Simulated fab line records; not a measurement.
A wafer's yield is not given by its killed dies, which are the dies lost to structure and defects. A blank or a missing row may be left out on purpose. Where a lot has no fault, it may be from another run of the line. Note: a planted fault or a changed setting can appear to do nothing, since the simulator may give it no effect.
Which of the tools did it? || flow rit_cmos || 45 wafers sampled from 15 lots at 1 step of a route of 202

== WHAT EACH GAUGE READ, for each wafer ==
The record lacks any reading of a measuring or inspecting step that a usual standard deviation could be used to judge.

== TOOL THAT RAN EACH LOT (tool first, then ch and the chambers of the sampled wafers, then the start) ==
{"lot": "L409", "RIT_NRETRO_PEB_04": "litho_track-02 ch 0, day 2 05:50"}
{"lot": "L411", "RIT_NRETRO_PEB_04": "litho_track-04 ch 0, day 2 18:05"}
{"lot": "L412", "RIT_NRETRO_PEB_04": "litho_track-04 ch 0, day 2 22:15"}
{"lot": "L413", "RIT_NRETRO_PEB_04": "litho_track-03 ch 0, day 3 02:21"}
{"lot": "L414", "RIT_NRETRO_PEB_04": "litho_track-04 ch 0, day 3 06:25"}
{"lot": "L415", "RIT_NRETRO_PEB_04": "litho_track-03 ch 0, day 3 15:25"}
{"lot": "L416", "RIT_NRETRO_PEB_04": "litho_track-03 ch 0, day 3 16:37"}
{"lot": "L417", "RIT_NRETRO_PEB_04": "litho_track-03 ch 0, day 3 21:37"}
{"lot": "L418", "RIT_NRETRO_PEB_04": "litho_track-02 ch 0, day 4 02:34"}
{"lot": "L419", "RIT_NRETRO_PEB_04": "litho_track-02, day 4 08:13"}
{"lot": "L420", "RIT_NRETRO_PEB_04": "litho_track-03, day 4 12:49"}
{"lot": "L421", "RIT_NRETRO_PEB_04": "litho_track-02, day 4 16:59"}
{"lot": "L424", "RIT_NRETRO_PEB_04": "litho_track-04 ch 0, day 5 07:28"}
{"lot": "L430", "RIT_NRETRO_PEB_04": "litho_track-04 ch 0, day 6 15:03"}
{"lot": "L432", "RIT_NRETRO_PEB_04": "litho_track-02 ch 0, day 6 23:49"}
- RIT_NRETRO_PEB_04

== AS READ BY THE TOOLS THEMSELVES (means over the sampled wafers that have a number; for cases with no such wafer, the mark the record gives instead) ==
RIT_NRETRO_PEB_04. Usual: exhaust_pa 45.1 Pa, standard deviation 0.88.
{"lot": "L409", "tool": "litho_track-02", "exhaust_pa (Pa)": 45.5, "flag": ""}
{"lot": "L411", "tool": "litho_track-04", "exhaust_pa (Pa)": 45.5, "flag": ""}
{"lot": "L412", "tool": "litho_track-04", "exhaust_pa (Pa)": 45.7, "flag": ""}
{"lot": "L413", "tool": "litho_track-03", "exhaust_pa (Pa)": 44.9, "flag": ""}
{"lot": "L414", "tool": "litho_track-04", "exhaust_pa (Pa)": 45.2, "flag": ""}
{"lot": "L415", "tool": "litho_track-03", "exhaust_pa (Pa)": 45.0, "flag": ""}
{"lot": "L416", "tool": "litho_track-03", "exhaust_pa (Pa)": 43.7, "flag": ""}
{"lot": "L417", "tool": "litho_track-03", "exhaust_pa (Pa)": 46.4, "flag": ""}
{"lot": "L418", "tool": "litho_track-02", "exhaust_pa (Pa)": 45.1, "flag": ""}
{"lot": "L419", "tool": "litho_track-02", "exhaust_pa (Pa)": "-", "flag": "OFF"}
{"lot": "L420", "tool": "litho_track-03", "exhaust_pa (Pa)": "-", "flag": "OFF"}
{"lot": "L421", "tool": "litho_track-02", "exhaust_pa (Pa)": "-", "flag": "OFF"}
{"lot": "L424", "tool": "litho_track-04", "exhaust_pa (Pa)": 45.6, "flag": ""}
{"lot": "L430", "tool": "litho_track-04", "exhaust_pa (Pa)": 44.7, "flag": ""}
{"lot": "L432", "tool": "litho_track-02", "exhaust_pa (Pa)": 44.0, "flag": ""}

== THE ANSWER, worked out from the rows above alone ==
Rule: take the mean of a lot's wafers that have a number; if it is more than 3 standard deviations from the usual mean, the lot is off. A lot without any number at a reading at which 4 lots or more have one is off too. Where the step has rows for the other lots, those lots are counted as sound. After the gauges, taken in route order, come the tools' own readings; for these a lot's mean is taken, as printed above. At the first step where some lot is off, the reading lying furthest off is the one used; lots without a number count as furthest.
Off at RIT_NRETRO_PEB_04 (exhaust_pa): L419, L420, L421. Without a number there: L419, L420, L421.
If a tool, at that step or one of the process steps before it, ran each lot that is off and ran no sound lot following the first of them, it fits. Not one of the candidates tried fits.

== WHAT HAD BEEN PUT IN BY THE SIMULATOR ==
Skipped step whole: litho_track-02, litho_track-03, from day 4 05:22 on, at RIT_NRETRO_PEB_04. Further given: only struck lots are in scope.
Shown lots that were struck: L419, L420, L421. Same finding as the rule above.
